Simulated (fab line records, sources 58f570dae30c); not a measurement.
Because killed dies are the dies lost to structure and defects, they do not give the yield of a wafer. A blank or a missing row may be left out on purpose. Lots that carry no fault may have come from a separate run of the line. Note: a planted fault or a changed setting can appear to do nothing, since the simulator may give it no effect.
Which of the tools did it?	flow berkeley-cmos170	Sampling: 7 lots, 21 wafers, 3 of 331 route steps

== WHAT EACH GAUGE READ, for each wafer ==
UCB170_PSD_TW_MEAS_10.
lot	measured	on	PSD_TW
L362	day 7 02:53	film-metro-02	2333 2329 2328
L365	day 7 18:34	film-metro-02	2339 2324 2334
L370	day 9 02:15	film-metro-02	2330 2332 2320
L372	day 9 07:04	film-metro-02	2309 2326 2316
L375	day 9 22:43	film-metro-03	2340 2356 2342
L378	day 10 17:54	film-metro-02	1938 1924 1921
L383	day 10 22:08	film-metro-02	2319 2318 2317

== TOOL THAT RAN EACH LOT (tool first, then ch and the chambers of the sampled wafers, then the start) ==
lot	UCB170_PSD_IMPLANT_08	UCB170_PSD_STRIP_09
L362	implanter-03 ch 0, day 7 02:38	plasma-asher-02 ch 0,1, day 7 02:47
L365	implanter-02 ch 0, day 7 18:20	plasma-asher-04 ch 0,1, day 7 18:28
L370	implanter-04 ch 0, day 9 02:01	plasma-asher-02 ch 0,1, day 9 02:08
L372	implanter-03 ch 0, day 9 06:49	plasma-asher-03 ch 0,1, day 9 06:58
L375	implanter-03 ch 0, day 9 22:28	plasma-asher-04 ch 1, day 9 22:37
L378	implanter-03 ch 0, day 10 17:40	plasma-asher-03 ch 0,1, day 10 17:47
L383	implanter-04 ch 0, day 10 21:52	plasma-asher-02 ch 0,1, day 10 22:01
- UCB170_PSD_IMPLANT_08
- UCB170_PSD_STRIP_09: strips in O2.

== THE ANSWER, worked out from the rows above alone ==
Rule: the usual values come from the lots themselves. Put in order of their means at a reading, lots are off if they are a third of the lots or fewer, leave a main group of 4 or more, and stand apart from it by a gap of 3 or more times the standard deviation of the main group's means; of several such gaps the widest counts. The tables above print the reading to a certain number of digits; a main group whose means all agree to those digits is not used. A lot without any number at a reading at which 4 lots or more have one is off too. The other lots that the step has rows for count as sound.
Off: L378, at UCB170_PSD_TW_MEAS_10 (PSD_TW). The main group has a mean of 2328 with a standard deviation of 9.7.
If a tool, at a process step before that reading, ran all the lots that are off and no sound lot after the first of them, it fits. Gauges at UCB170_PSD_TW_MEAS_10: tried the same way as those tools. Undecided on this evidence; 2 tools fit (implanter-03 at UCB170_PSD_IMPLANT_08, plasma-asher-03 at UCB170_PSD_STRIP_09).

== WHAT HAD BEEN PUT IN BY THE SIMULATOR ==
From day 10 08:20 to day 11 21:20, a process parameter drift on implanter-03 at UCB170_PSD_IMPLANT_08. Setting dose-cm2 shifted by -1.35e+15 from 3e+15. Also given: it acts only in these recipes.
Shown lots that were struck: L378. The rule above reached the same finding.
